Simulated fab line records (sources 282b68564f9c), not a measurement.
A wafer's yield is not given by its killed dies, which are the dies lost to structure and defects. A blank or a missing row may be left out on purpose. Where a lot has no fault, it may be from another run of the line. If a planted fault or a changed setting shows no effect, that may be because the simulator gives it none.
Shared-tool check + flow rit cmos + Sample size 13 lots and 39 wafers

WHAT PROMPTED THE OPENING
2 of 13 lots carry a flag on the reading ACTIVE_OXIDE_THK at RIT_ACTIVE_THK_MEAS_02. Wafers without a fault read 47.5 nm, standard deviation 0.85.
Rule: flag the lot when none of its wafers has a number, or when each of its wafers that has one lies beyond 4 standard deviations from that mean. The other lots count as sound.

| lot  | measured    | on            | ACTIVE_OXIDE_THK (nm), wafer by wafer | flag    |
|------|-------------|---------------|---------------------------------------|---------|
| L704 | day 1 12:04 | film metro-04 | 47.1 45.5 45.7                        |         |
| L705 | day 1 17:05 | film metro-02 | 48.1 48.3 48.7                        |         |
| L706 | day 1 22:35 | film metro-04 | 46.9 46.6 47.2                        |         |
| L713 | day 3 09:04 | film metro-04 | 42.1 41.8 42.0                        | FLAGGED |
| L715 | day 3 19:05 | film metro-04 | 40.8 41.8 41.5                        | FLAGGED |
| L716 | day 4 00:04 | film metro-03 | 48.2 48.2 47.9                        |         |
| L717 | day 4 05:50 | film metro-02 | 46.5 47.3 46.9                        |         |
| L718 | day 4 10:35 | film metro-02 | 47.4 48.0 48.0                        |         |
| L719 | day 4 15:03 | film metro-02 | 46.7 47.5 46.9                        |         |
| L721 | day 5 01:03 | film metro-04 | 46.5 45.6 46.3                        |         |
| L722 | day 5 06:03 | film metro-02 | 47.7 48.4 48.4                        |         |
| L724 | day 5 16:04 | film metro-04 | 48.6 49.1 48.9                        |         |
| L726 | day 6 02:03 | film metro-04 | 47.7 47.6 47.3                        |         |
Average over the flagged lots: 41.7 nm; offset from the usual -5.8 nm, equal to -7 standard deviations.

EACH LOT AND THE TOOL IT RAN ON
The record keeps 1 process step preceding the reading, out of 202 steps on the route. Cell contents, in order: the tool; ch with the chambers the sampled wafers went through; the start.
| lot  | flag    | RIT_ACTIVE_OXIDATION_01      |
|------|---------|------------------------------|
| L704 |         | furnace-03 ch 0, day 1 10:07 |
| L705 |         | furnace-01 ch 0, day 1 15:09 |
| L706 |         | furnace-01 ch 0, day 1 20:39 |
| L713 | FLAGGED | furnace-01 ch 0, day 3 07:07 |
| L715 | FLAGGED | furnace-01 ch 0, day 3 17:07 |
| L716 |         | furnace-02 ch 0, day 3 22:07 |
| L717 |         | furnace-02 ch 0, day 4 03:53 |
| L718 |         | furnace-02 ch 0, day 4 08:38 |
| L719 |         | furnace-02 ch 0, day 4 13:07 |
| L721 |         | furnace-03 ch 0, day 4 23:07 |
| L722 |         | furnace-03 ch 0, day 5 04:07 |
| L724 |         | furnace-03 ch 0, day 5 14:07 |
| L726 |         | furnace-03 ch 0, day 6 00:07 |
What is done by these steps:
- RIT_ACTIVE_OXIDATION_01: target thk 46.8 nm, ox time 3360 s.
- RIT_ACTIVE_THK_MEAS_02

FLAGGED AGAINST TOTAL, ONE TOOL AT A TIME (gauges that did the reading follow at the end)
| step                    | tool          | lots run | flagged | share of the flagged lots | sound lots run after its first flagged lot |
|-------------------------|---------------|----------|---------|---------------------------|--------------------------------------------|
| RIT_ACTIVE_OXIDATION_01 | furnace-01    | 4        | 2       | all                       | 0                                          |
| RIT_ACTIVE_OXIDATION_01 | furnace-02    | 4        | 0       | none                      | -                                          |
| RIT_ACTIVE_OXIDATION_01 | furnace-03    | 5        | 0       | none                      | -                                          |
| RIT_ACTIVE_THK_MEAS_02  | film metro-02 | 5        | 0       | none                      | -                                          |
| RIT_ACTIVE_THK_MEAS_02  | film metro-03 | 1        | 0       | none                      | -                                          |
| RIT_ACTIVE_THK_MEAS_02  | film metro-04 | 7        | 2       | all                       | 3 (L721,L724,L726)                         |

WHAT THE TABLE ALLOWS
Rows of the table that ran all the flagged lots, 2 in number: furnace-01 at RIT_ACTIVE_OXIDATION_01; film metro-04 at RIT_ACTIVE_THK_MEAS_02.
- furnace-01 at RIT_ACTIVE_OXIDATION_01: 2 of its 4 lots flagged. A fault beginning between L706 (day 1 20:39), its last sound lot, and L713 (day 3 07:07), its first flagged one, fits the data.
- film metro-04 at RIT_ACTIVE_THK_MEAS_02: 2 of its 7 lots flagged. Lots that were sound ran on it after the first flagged one (L721, L724, L726); a persistent fault on the entire tool would not allow that.
Just one tool remains: furnace-01 at RIT_ACTIVE_OXIDATION_01.

WHAT THE SIMULATOR PUT IN
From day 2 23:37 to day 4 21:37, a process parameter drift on furnace-01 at RIT_ACTIVE_OXIDATION_01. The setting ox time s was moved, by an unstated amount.
Lots struck among those shown: L713, L715. The rule above reached the same finding.
